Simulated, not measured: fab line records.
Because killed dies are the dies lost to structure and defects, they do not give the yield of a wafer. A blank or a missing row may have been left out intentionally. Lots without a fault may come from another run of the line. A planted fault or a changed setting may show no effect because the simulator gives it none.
2 desks looking at one fault    flow berkeley-cmos170    every desk sees just its own numbers, and what lay behind them comes last

== FROM THE METROLOGY DESK ==
Lot by lot, what the gauges showed, no matter which tool ran the lot: averages of those sampled wafers that carry a number. If a lot's mean is further than 4 standard deviations from the usual mean, the lot is out of limits and carries the mark OUT (the distance appears in the brackets).
Columns: A = NVT_TW at UCB170_NVT_TW_MEAS_09, usual 519; B = cd-nm at UCB170_V2_CD_MEAS_90, usual 700.0 nm; C = M3_OVL at UCB170_M3_OVL_MEAS_16, usual 0 nm
lot   first seen here  A               B      C
L997  day 5 04:04      518             699.8  1
L998  day 5 15:51      521             699.4  7
L100  day 6 06:01      520             701.3  3
L101  day 6 13:50      519             697.1  -1
L102  day 6 14:07      513             699.0  10
L103  day 6 14:11      518             702.9  5
L104  day 7 04:19      520             699.7  -2
L105  day 7 15:07      520             701.5  -2
L111  day 8 13:22      537 (+4.3) OUT  695.9  -9
L112  day 8 22:29      546 (+6.3) OUT  698.3  -8
L115  day 9 06:36      524             700.9  -1
L116  day 9 19:58      539 (+4.7) OUT  699.0  -1
L117  day 9 20:14      513             699.9  7
L119  day 10 05:42     520             699.6  -5
L120  day 10 05:58     515             700.8  2
Per this desk, out of limits: L111, L112, L116; the first was L111, day 8 13:22 (NVT_TW at UCB170_NVT_TW_MEAS_09). L997, L998, L100, L101, L102, L103, L104, L105, L115, L117, L119, L120: within limits.

== AT THE TOOL OWNER'S DESK: implanter-02 ==
The tool's own readings at UCB170_NVT_IMPLANT_07: means of the sampled wafers that have a number, for each lot that ran on this tool. If a lot's mean is further than 4 standard deviations from the usual mean, the lot is out of limits and carries the mark OUT (the distance appears in the brackets).
Columns: A = dose-ions-cm2 at UCB170_NVT_IMPLANT_07, usual 3e+12; B = faraday-current-uA at UCB170_NVT_IMPLANT_07, usual 9.53
lot   first seen here  A                        B
L998  day 5 15:36      3e+12                    9.63
L100  day 6 05:46      3e+12                    9.56
L103  day 6 13:53      3e+12                    9.61
L104  day 7 04:04      3e+12                    9.61
L111  day 8 13:08      3e+12 (+99 or more) OUT  11.19 (+9.2) OUT
L112  day 8 22:15      3e+12 (+99 or more) OUT  10.97 (+8.0) OUT
L116  day 9 19:44      3e+12 (+99 or more) OUT  10.98 (+8.1) OUT
This desk finds L111, L112, L116 out of limits, L111 being first, at day 8 13:08 (dose-ions-cm2 at UCB170_NVT_IMPLANT_07). L998, L100, L103, L104: within limits.

== TAKEN TOGETHER ==
At day 8 13:08, on L111, L112, L116, the tool owner's desk was in a position to raise an alarm.
An alarm was possible from the metrology desk at day 8 13:22, on L111, L112, L116.
On implanter-02, each named lot ran UCB170_NVT_IMPLANT_07.

== WHAT THE SIMULATOR HAD PUT IN ==
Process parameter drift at UCB170_NVT_IMPLANT_07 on implanter-02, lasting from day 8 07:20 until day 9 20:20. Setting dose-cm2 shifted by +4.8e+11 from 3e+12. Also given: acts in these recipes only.
Lots struck among those shown: L111, L112, L116.
Hours from the fault's start to each desk's first reading out of limits: the tool owner's desk, 6; the metrology desk, 6.
